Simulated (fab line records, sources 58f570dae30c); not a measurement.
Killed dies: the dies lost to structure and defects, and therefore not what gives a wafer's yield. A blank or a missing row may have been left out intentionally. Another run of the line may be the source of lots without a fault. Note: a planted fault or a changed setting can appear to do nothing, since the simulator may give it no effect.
A struck lot beside a sound one ; flow berkeley-cmos170 ; 32 out of 331 route steps
Sound: these wafers, L278.1, L278.3, L278.4. Struck: wafer L288.3 (left out: L288.1, L288.2 of the same lot, which were not struck); the cause appears at the end.
Per side, at each step with rows, come the tool, then ch with its chambers, and then its first start. Under that, the readings that differ: sound wafers ; struck wafers ; difference of the means ; sigmas: that difference in standard deviations of wafers without a fault.
alike: a reading whose means differ by less than 2 such deviations, as well as words and numbers matching on both sides. not compared: withheld readings; readings where some wafer has no value; bounds like >300 that might hide an equal value; numbers whose values overlap and for which the record gives no deviation.
The two part at a step that has a row with sigmas, a row that says differs or no value, or rows on one side only. Numbers that don't overlap but have no deviation are shown without sigmas and don't part them. A reading missing from all wafers of one side parts the sides only when that side holds two or more wafers.

first, 6 steps without rows for these wafers: UCB170_V2_HMDS_06 (prime time 60 s); UCB170_V2_COAT_07 (resist thk 900 nm); UCB170_V2_SOFTBAKE_08 (time 60 s); UCB170_V2_EXPOSE_09 (exposes mask VIA2, target cd 700 nm); UCB170_V2_PEB_10; UCB170_V2_DEVELOP_11 (develop time 45 s).
UCB170_V2_CD_MEAS_12 targets a cd of 700 nm.
  sound on cd-sem-01 at day 8 05:05; struck on cd-sem-02 at day 10 14:05
  alike: cd-nm
UCB170_V2_OVL_MEAS_13:
  sound on overlay-02 at day 8 05:12; struck on overlay-02 at day 10 14:12
  alike: V2_OVL
UCB170_V2_ETCH_14: etches SiO2 in CHF3/CF4/Ar, stops on Al, target depth 1250 nm, time 291 s.
  sound on rie-diel-02 ch 1,2,3, day 8 05:14; struck on rie-diel-01 ch 2, day 10 14:14
reading;sound;struck;difference;sigmas
rf-hours-counter-h (h);44 28 125;17;-49;
  alike: drypump-motor-current-A, oes-product-au, throttle-valve-pct
UCB170_V2_STRIP_15: strips in O2.
  sound on plasma-asher-04 ch 0,1, day 8 05:25; struck on plasma-asher-03 ch 1, day 10 14:25
  alike: drypump-motor-current-A, oes-product-au, strip-time-to-endpoint-s
  not compared: rf-hours-counter-h
UCB170_V2_CD_MEAS_90 targets a cd of 700 nm.
  sound on cd-sem-01 at day 8 05:31; struck on cd-sem-02 at day 10 14:47
  alike: cd-nm
then, 1 step without rows for these wafers: UCB170_M3_PRE_CLEAN_00 (preclean etch time 60 s).
UCB170_M3_SPUTTER_01: material Al, target thk 900 nm, time 120 s.
  sound on pvd-sputter-02 at day 8 05:42; struck on pvd-sputter-01 at day 10 14:58
reading;sound;struck;difference;sigmas
model.Al_of_M3_SPUTTER_01.thk-nm (nm);894 902.3 898.1;799.5;-98.6;
  alike: throttle-valve-pct
UCB170_M3_RS_MEAS_02: measures by four-point-probe.
  sound on film-metro-04 at day 8 05:47; struck on film-metro-02 at day 10 15:03
reading;sound;struck;difference;sigmas
M3_AL_RS (ohm/sq);0.0324 0.0321 0.0323;0.0362;+0.0039;+9
UCB170_M3_THK_MEAS_03: measures by xrf.
  sound on film-metro-04 at day 8 05:54; struck on film-metro-02 at day 10 15:10
reading;sound;struck;difference;sigmas
M3_AL_THK (nm);907 921 912;813;-100;-8
then, 3 steps without rows for these wafers: UCB170_M3_HMDS_04 (prime time 60 s); UCB170_M3_COAT_05 (resist thk 900 nm); UCB170_M3_SOFTBAKE_06 (time 60 s).
UCB170_M3_STRIP_07: strips in O2.
  sound on plasma-asher-02 ch 0,1, day 8 06:25; struck on plasma-asher-02 ch 0, day 10 15:53
  alike: drypump-motor-current-A, oes-product-au, strip-time-to-endpoint-s
  not compared: rf-hours-counter-h
then, 7 steps without rows for these wafers: UCB170_M3_STRIP_08 (strips KrF in DMSO, time 600 s); UCB170_M3_COAT_09; UCB170_M3_COAT_10 (resist thk 900 nm); UCB170_M3_SOFTBAKE_11 (time 60 s); UCB170_M3_EXPOSE_12 (exposes mask METAL3, target cd 700 nm); UCB170_M3_PEB_13; UCB170_M3_DEVELOP_14 (develop time 45.87 s).
UCB170_M3_CD_MEAS_15 targets a cd of 700 nm.
  sound on cd-sem-02 at day 8 07:40; struck on cd-sem-01 at day 10 18:30
  alike: cd-nm
UCB170_M3_OVL_MEAS_16:
  sound on overlay-01 at day 8 07:47; struck on overlay-02 at day 10 18:37
  alike: M3_OVL
UCB170_M3_ETCH_17: etches BARC in N2/H2.
  sound on rie-diel-02 ch 0,2,3, day 8 07:49; struck on rie-diel-04 ch 1, day 10 18:39
  alike: drypump-motor-current-A, oes-product-au, throttle-valve-pct
UCB170_M3_METAL_ETCH_18: etches Al in Cl2/BCl3, stops on SiO2, target depth 1170 nm, time 202.9 s.
  sound on rie-metal-01 ch 0,1, day 8 07:52; struck on rie-metal-01 ch 1, day 10 18:41
reading;sound;struck;difference;sigmas
oes-product-au (a.u.);0.847 0.849 0.848;0.787;-0.061;-7
  alike: drypump-motor-current-A, throttle-valve-pct
  not compared: rf-hours-counter-h
UCB170_M3_STRIP_19: strips in O2.
  sound on plasma-asher-02 ch 0,1, day 8 08:03; struck on plasma-asher-03 ch 0, day 10 18:53
  alike: drypump-motor-current-A, oes-product-au
  not compared: rf-hours-counter-h
UCB170_M3_PROBE_99:
  the record holds rows for the sound wafers here (prober-01, day 8 08:23) but none for the struck ones

## WHERE THEY PART
At UCB170_M3_RS_MEAS_02 first; at UCB170_M3_PROBE_99 last (within this record only).

WHY: the cause the simulator had injected
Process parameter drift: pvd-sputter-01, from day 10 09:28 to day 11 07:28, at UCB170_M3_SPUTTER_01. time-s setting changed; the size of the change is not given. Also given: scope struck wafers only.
